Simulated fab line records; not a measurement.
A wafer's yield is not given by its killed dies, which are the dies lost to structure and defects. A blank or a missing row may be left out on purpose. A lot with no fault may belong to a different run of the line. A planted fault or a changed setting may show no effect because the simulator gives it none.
Split-lot study || flow rit cmos || route with 202 steps; 5 lots, 23 wafers read

SPLIT DETAILS
At RIT_ACTIVE_CVD_03 (deposits Si3N4 from SiH2Cl2/NH3, target thk 150 nm, time 1500 s), the setting sih2cl2 flow sccm was moved away from the recipe's 60 sccm on 15 of the 23 wafers read, by -12.0% to +4.2%. All remaining wafers had this setting at the recipe value.

The split's own step is where the reading is taken.

THE READING
Si3N4_of_ACTIVE_CVD_03.thk nm (the simulator's own value, which no gauge read), in nm, at RIT_ACTIVE_CVD_03 (deposits Si3N4 from SiH2Cl2/NH3, target thk 150 nm, time 1500 s). The file gives no usual value for it. The 8 wafers here that ran the recipe average 148.6 nm, standard deviation 0.67 nm.

{"wafer": "L075.1", "tool, chamber at the split": "-, -", "sih2cl2 flow sccm as run, sccm": 62.52, "against the recipe": "+4.2%", "Si3N4_of_ACTIVE_CVD_03.thk nm, nm": 152.5, "against lot-mates on the recipe": "no lot-mate on the recipe"}
{"wafer": "L075.2", "tool, chamber at the split": "-, -", "sih2cl2 flow sccm as run, sccm": 62.52, "against the recipe": "+4.2%", "Si3N4_of_ACTIVE_CVD_03.thk nm, nm": 152.4, "against lot-mates on the recipe": "no lot-mate on the recipe"}
{"wafer": "L075.3", "tool, chamber at the split": "-, -", "sih2cl2 flow sccm as run, sccm": 62.52, "against the recipe": "+4.2%", "Si3N4_of_ACTIVE_CVD_03.thk nm, nm": 152.1, "against lot-mates on the recipe": "no lot-mate on the recipe"}
{"wafer": "L075.4", "tool, chamber at the split": "-, -", "sih2cl2 flow sccm as run, sccm": 62.52, "against the recipe": "+4.2%", "Si3N4_of_ACTIVE_CVD_03.thk nm, nm": 154.5, "against lot-mates on the recipe": "no lot-mate on the recipe"}
{"wafer": "L075.5", "tool, chamber at the split": "-, -", "sih2cl2 flow sccm as run, sccm": 62.52, "against the recipe": "+4.2%", "Si3N4_of_ACTIVE_CVD_03.thk nm, nm": 153.9, "against lot-mates on the recipe": "no lot-mate on the recipe"}
{"wafer": "L077.2", "tool, chamber at the split": "lpcvd-02, 0", "sih2cl2 flow sccm as run, sccm": 60, "against the recipe": "recipe", "Si3N4_of_ACTIVE_CVD_03.thk nm, nm": 149, "against lot-mates on the recipe": "-"}
{"wafer": "L077.5", "tool, chamber at the split": "lpcvd-02, 0", "sih2cl2 flow sccm as run, sccm": 60, "against the recipe": "recipe", "Si3N4_of_ACTIVE_CVD_03.thk nm, nm": 149.9, "against lot-mates on the recipe": "-"}
{"wafer": "L077.6", "tool, chamber at the split": "lpcvd-02, 0", "sih2cl2 flow sccm as run, sccm": 60, "against the recipe": "recipe", "Si3N4_of_ACTIVE_CVD_03.thk nm, nm": 148.2, "against lot-mates on the recipe": "-"}
{"wafer": "L078.1", "tool, chamber at the split": "-, -", "sih2cl2 flow sccm as run, sccm": 55.8, "against the recipe": "-7.0%", "Si3N4_of_ACTIVE_CVD_03.thk nm, nm": 147.1, "against lot-mates on the recipe": "no lot-mate on the recipe"}
{"wafer": "L078.2", "tool, chamber at the split": "-, -", "sih2cl2 flow sccm as run, sccm": 55.8, "against the recipe": "-7.0%", "Si3N4_of_ACTIVE_CVD_03.thk nm, nm": 147.2, "against lot-mates on the recipe": "no lot-mate on the recipe"}
{"wafer": "L078.3", "tool, chamber at the split": "-, -", "sih2cl2 flow sccm as run, sccm": 55.8, "against the recipe": "-7.0%", "Si3N4_of_ACTIVE_CVD_03.thk nm, nm": 146.4, "against lot-mates on the recipe": "no lot-mate on the recipe"}
{"wafer": "L078.5", "tool, chamber at the split": "-, -", "sih2cl2 flow sccm as run, sccm": 55.8, "against the recipe": "-7.0%", "Si3N4_of_ACTIVE_CVD_03.thk nm, nm": 146.3, "against lot-mates on the recipe": "no lot-mate on the recipe"}
{"wafer": "L078.6", "tool, chamber at the split": "-, -", "sih2cl2 flow sccm as run, sccm": 55.8, "against the recipe": "-7.0%", "Si3N4_of_ACTIVE_CVD_03.thk nm, nm": 147.6, "against lot-mates on the recipe": "no lot-mate on the recipe"}
{"wafer": "L079.2", "tool, chamber at the split": "-, -", "sih2cl2 flow sccm as run, sccm": 52.79, "against the recipe": "-12.0%", "Si3N4_of_ACTIVE_CVD_03.thk nm, nm": 146.5, "against lot-mates on the recipe": "no lot-mate on the recipe"}
{"wafer": "L079.3", "tool, chamber at the split": "-, -", "sih2cl2 flow sccm as run, sccm": 52.79, "against the recipe": "-12.0%", "Si3N4_of_ACTIVE_CVD_03.thk nm, nm": 145.2, "against lot-mates on the recipe": "no lot-mate on the recipe"}
{"wafer": "L079.4", "tool, chamber at the split": "-, -", "sih2cl2 flow sccm as run, sccm": 52.79, "against the recipe": "-12.0%", "Si3N4_of_ACTIVE_CVD_03.thk nm, nm": 145.6, "against lot-mates on the recipe": "no lot-mate on the recipe"}
{"wafer": "L079.5", "tool, chamber at the split": "-, -", "sih2cl2 flow sccm as run, sccm": 52.79, "against the recipe": "-12.0%", "Si3N4_of_ACTIVE_CVD_03.thk nm, nm": 145.1, "against lot-mates on the recipe": "no lot-mate on the recipe"}
{"wafer": "L079.6", "tool, chamber at the split": "-, -", "sih2cl2 flow sccm as run, sccm": 52.79, "against the recipe": "-12.0%", "Si3N4_of_ACTIVE_CVD_03.thk nm, nm": 146.1, "against lot-mates on the recipe": "no lot-mate on the recipe"}
{"wafer": "L085.1", "tool, chamber at the split": "-, -", "sih2cl2 flow sccm as run, sccm": 60, "against the recipe": "recipe", "Si3N4_of_ACTIVE_CVD_03.thk nm, nm": 148.2, "against lot-mates on the recipe": "-"}
{"wafer": "L085.2", "tool, chamber at the split": "-, -", "sih2cl2 flow sccm as run, sccm": 60, "against the recipe": "recipe", "Si3N4_of_ACTIVE_CVD_03.thk nm, nm": 148.6, "against lot-mates on the recipe": "-"}
{"wafer": "L085.3", "tool, chamber at the split": "-, -", "sih2cl2 flow sccm as run, sccm": 60, "against the recipe": "recipe", "Si3N4_of_ACTIVE_CVD_03.thk nm, nm": 147.5, "against lot-mates on the recipe": "-"}
{"wafer": "L085.5", "tool, chamber at the split": "-, -", "sih2cl2 flow sccm as run, sccm": 60, "against the recipe": "recipe", "Si3N4_of_ACTIVE_CVD_03.thk nm, nm": 149, "against lot-mates on the recipe": "-"}
{"wafer": "L085.6", "tool, chamber at the split": "-, -", "sih2cl2 flow sccm as run, sccm": 60, "against the recipe": "recipe", "Si3N4_of_ACTIVE_CVD_03.thk nm, nm": 148.5, "against lot-mates on the recipe": "-"}

THE FIT
A straight line over all 23 wafers: Si3N4_of_ACTIVE_CVD_03.thk nm changes by +0.399 nm for each +1% of sih2cl2 flow sccm; r = +0.88; the points scatter about the line by 1.3 nm.
Too few moved wafers have a lot-mate on the recipe to fit a line with each lot's own level taken away.

THE FILE'S OWN FIT
Si3N4_of_ACTIVE_CVD_03.thk nm changes by +0.399 nm for each +1% of sih2cl2 flow sccm, r = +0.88.
